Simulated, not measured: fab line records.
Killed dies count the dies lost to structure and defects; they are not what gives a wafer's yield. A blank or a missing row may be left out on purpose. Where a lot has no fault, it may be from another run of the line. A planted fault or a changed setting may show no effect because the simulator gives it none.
Which tool was responsible? :: flow rit-cmos :: 15 lots with 45 wafers sampled at 5 steps, on a route of 202 steps

WHAT THE GAUGES SHOWED, per wafer
RIT_ACTIVE_THK_MEAS_02.
lot: L870
measured: day 1 17:04
on: film-metro-03
ACTIVE_OXIDE_THK (nm): 46.0 46.0 46.0

lot: L871
measured: day 1 22:07
on: film-metro-02
ACTIVE_OXIDE_THK (nm): 46.4 46.0 46.2

lot: L872
measured: day 2 03:07
on: film-metro-02
ACTIVE_OXIDE_THK (nm): 45.3 46.7 45.9

lot: L873
measured: day 2 08:58
on: film-metro-03
ACTIVE_OXIDE_THK (nm): 44.9 45.2 44.6

lot: L877
measured: day 3 04:04
on: film-metro-04
ACTIVE_OXIDE_THK (nm): 44.4 43.5 44.1

lot: L882
measured: day 4 05:03
on: film-metro-03
ACTIVE_OXIDE_THK (nm): 45.3 47.2 45.4

lot: L883
measured: day 4 11:56
on: film-metro-03
ACTIVE_OXIDE_THK (nm): 46.0 46.7 46.2

lot: L884
measured: day 4 15:03
on: film-metro-04
ACTIVE_OXIDE_THK (nm): 45.0 44.9 44.9

lot: L885
measured: day 4 21:01
on: film-metro-04
ACTIVE_OXIDE_THK (nm): 45.0 45.1 45.3

lot: L886
measured: day 5 01:04
on: film-metro-02
ACTIVE_OXIDE_THK (nm): 46.8 46.3 45.6

lot: L887
measured: day 5 07:28
on: film-metro-02
ACTIVE_OXIDE_THK (nm): 46.0 45.7 45.9

lot: L888
measured: day 5 12:11
on: film-metro-03
ACTIVE_OXIDE_THK (nm): 45.5 45.7 45.6

lot: L889
measured: day 5 16:16
on: film-metro-02
ACTIVE_OXIDE_THK (nm): 45.7 45.4 44.9

lot: L890
measured: day 5 21:18
on: film-metro-04
ACTIVE_OXIDE_THK (nm): 45.2 45.8 45.9

lot: L891
measured: day 6 04:57
on: film-metro-04
ACTIVE_OXIDE_THK (nm): 46.4 46.7 45.9

RIT_FOX1_THK_MEAS_01.
lot: L870
measured: day 1 23:26
on: film-metro-02
FOX1_OXIDE_THK (nm): 356 356 349

lot: L871
measured: day 2 04:25
on: film-metro-02
FOX1_OXIDE_THK (nm): 342 344 343

lot: L872
measured: day 2 08:50
on: film-metro-01
FOX1_OXIDE_THK (nm): 345 343 340

lot: L873
measured: day 2 15:14
on: film-metro-02
FOX1_OXIDE_THK (nm): 541 528 539

lot: L877
measured: day 3 11:04
on: film-metro-01
FOX1_OXIDE_THK (nm): 517 509 504

lot: L882
measured: day 4 12:53
on: film-metro-01
FOX1_OXIDE_THK (nm): 550 536 542

lot: L883
measured: day 4 17:28
on: film-metro-03
FOX1_OXIDE_THK (nm): 355 352 350

lot: L884
measured: day 4 20:48
on: film-metro-02
FOX1_OXIDE_THK (nm): 348 351 353

lot: L885
measured: day 5 01:59
on: film-metro-01
FOX1_OXIDE_THK (nm): 347 341 347

lot: L886
measured: day 5 08:46
on: film-metro-03
FOX1_OXIDE_THK (nm): 358 360 358

lot: L887
measured: day 5 14:20
on: film-metro-02
FOX1_OXIDE_THK (nm): 347 340 342

lot: L888
measured: day 5 17:38
on: film-metro-03
FOX1_OXIDE_THK (nm): 347 352 349

lot: L889
measured: day 5 21:14
on: film-metro-03
FOX1_OXIDE_THK (nm): 345 344 348

lot: L890
measured: day 6 06:00
on: film-metro-02
FOX1_OXIDE_THK (nm): 358 356 361

lot: L891
measured: day 6 11:20
on: film-metro-03
FOX1_OXIDE_THK (nm): 340 339 344

RIT_NLDD_OVL_MEAS_06.
lot: L870
measured: day 3 01:21
on: overlay-01
NLDD_OVL (nm): -0.3 -0.3 0.5

lot: L871
measured: day 3 05:11
on: overlay-02
NLDD_OVL (nm): 0.3 1.8 -1.0

lot: L872
measured: day 3 09:01
on: overlay-02
NLDD_OVL (nm): 1.4 1.6 3.2

lot: L873
measured: day 3 20:16
on: overlay-01
NLDD_OVL (nm): 0.8 1.4 -0.4

lot: L877
measured: day 4 15:16
on: overlay-02
NLDD_OVL (nm): 0.5 -0.5 1.0

lot: L882
measured: day 5 17:13
on: overlay-01
NLDD_OVL (nm): 0.4 2.7 0.6

lot: L883
measured: day 5 22:27
on: overlay-01
NLDD_OVL (nm): 1.5 -0.2 1.4

lot: L884
measured: day 5 22:37
on: overlay-01
NLDD_OVL (nm): -0.1 -0.7 -1.0

lot: L885
measured: day 6 02:50
on: overlay-02
NLDD_OVL (nm): 0.2 0.4 -0.2

lot: L886
measured: day 6 13:52
on: overlay-01
NLDD_OVL (nm): 1.8 1.6 2.4

lot: L887
measured: day 6 19:20
on: overlay-01
NLDD_OVL (nm): 0.1 1.4 1.8

lot: L888
measured: day 6 19:06
on: overlay-02
NLDD_OVL (nm): 2.6 2.3 1.9

lot: L889
measured: day 7 02:49
on: overlay-01
NLDD_OVL (nm): 1.9 1.7 1.1

lot: L890
measured: day 7 14:26
on: overlay-01
NLDD_OVL (nm): 0.5 0.2 -1.1

lot: L891
measured: day 7 17:14
on: overlay-01
NLDD_OVL (nm): 0.2 0.3 0.4

RIT_PSD_OVL_MEAS_06.
lot: L870
measured: day 3 08:43
on: overlay-01
PSD_OVL (nm): 1.8 0.7 1.4

lot: L871
measured: day 3 12:14
on: overlay-02
PSD_OVL (nm): 0.4 0.9 0.3

lot: L872
measured: day 3 16:00
on: overlay-01
PSD_OVL (nm): 1.0 1.0 1.2

lot: L877
measured: day 4 22:46
on: overlay-02
PSD_OVL (nm): 2.0 -0.1 1.8

lot: L882
measured: day 6 00:36
on: overlay-01
PSD_OVL (nm): 2.1 0.4 0.2

lot: L883
measured: day 6 05:30
on: overlay-02
PSD_OVL (nm): 2.0 1.6 2.4

lot: L884
measured: day 6 06:02
on: overlay-01
PSD_OVL (nm): -0.9 -0.2 0.8

lot: L885
measured: day 6 11:04
on: overlay-02
PSD_OVL (nm): -0.4 0.9 -0.3

lot: L886
measured: day 6 20:55
on: overlay-02
PSD_OVL (nm): 1.7 0.7 1.0

lot: L887
measured: day 7 02:43
on: overlay-01
PSD_OVL (nm): 2.8 3.7 3.8

lot: L888
measured: day 7 02:01
on: overlay-01
PSD_OVL (nm): 1.5 -0.5 1.5

lot: L889
measured: day 7 09:53
on: overlay-02
PSD_OVL (nm): 1.8 1.0 1.4

lot: L890
measured: day 7 21:28
on: overlay-01
PSD_OVL (nm): -0.1 0.6 -1.6

lot: L891
measured: day 8 00:18
on: overlay-01
PSD_OVL (nm): 0.8 0.9 1.0

TOOL THAT RAN EACH LOT (tool first, then ch and the chambers of the sampled wafers, then the start)
lot: L870
RIT_FOX1_OXIDATION_00: furnace-03 ch 0, day 1 22:07

lot: L871
RIT_FOX1_OXIDATION_00: furnace-01 ch 0, day 2 03:06

lot: L872
RIT_FOX1_OXIDATION_00: furnace-01 ch 0, day 2 07:30

lot: L873
RIT_FOX1_OXIDATION_00: furnace-01 ch 0, day 2 12:27 and furnace-03 ch 0, day 2 13:56

lot: L877
RIT_FOX1_OXIDATION_00: furnace-04 ch 0, day 3 08:05

lot: L882
RIT_FOX1_OXIDATION_00: furnace-03 ch 0, day 4 10:01

lot: L883
RIT_FOX1_OXIDATION_00: furnace-04 ch 0, day 4 16:08

lot: L884
RIT_FOX1_OXIDATION_00: furnace-01 ch 0, day 4 19:29

lot: L885
RIT_FOX1_OXIDATION_00: furnace-01 ch 0, day 5 00:41

lot: L886
RIT_FOX1_OXIDATION_00: furnace-04 ch 0, day 5 07:26

lot: L887
RIT_FOX1_OXIDATION_00: furnace-03 ch 0, day 5 13:01

lot: L888
RIT_FOX1_OXIDATION_00: furnace-01 ch 0, day 5 16:19

lot: L889
RIT_FOX1_OXIDATION_00: furnace-03 ch 0, day 5 19:55

lot: L890
RIT_FOX1_OXIDATION_00: furnace-03 ch 0, day 6 04:41

lot: L891
RIT_FOX1_OXIDATION_00: furnace-01 ch 0, day 6 10:01
- RIT_FOX1_OXIDATION_00: target thk 350.7 nm, ox time 1130 s.

WHAT THE TOOLS THEMSELVES READ (means of the sampled wafers that have a number; where no wafer has one, the mark that the record gives instead)
The record holds no such reading with a usual standard deviation.

THE ANSWER, worked out from the rows above alone
Rule: the lots themselves supply what counts as usual. Put in order of their means at a reading, lots are off if they are a third of the lots or fewer, leave a main group of 4 or more, and stand apart from it by a gap of 3 or more times the standard deviation of the main group's means; of several such gaps the widest counts. If all means in a main group match to the digits the tables above print for the reading, that group is not used. A lot without any number at a reading at which 4 lots or more have one is off too. Any other lot the step has rows for is counted as sound. The gauges are gone through in route order, then the tools' own readings, and for those a lot's mean is taken as printed above. At the first step where some lot is off, the reading lying furthest off is the one used; lots without a number count as furthest.
Off: at RIT_FOX1_THK_MEAS_01 (FOX1_OXIDE_THK), L873, L877, L882. Main group: mean 349 nm, sd 5.9.
If a tool, at a process step before that reading, ran all the lots that are off and no sound lot after the first of them, it fits. Those tools and the gauges at RIT_FOX1_THK_MEAS_01 are tried in the same way. Of those tried, none fits.

WHAT THE SIMULATOR HAD INSERTED
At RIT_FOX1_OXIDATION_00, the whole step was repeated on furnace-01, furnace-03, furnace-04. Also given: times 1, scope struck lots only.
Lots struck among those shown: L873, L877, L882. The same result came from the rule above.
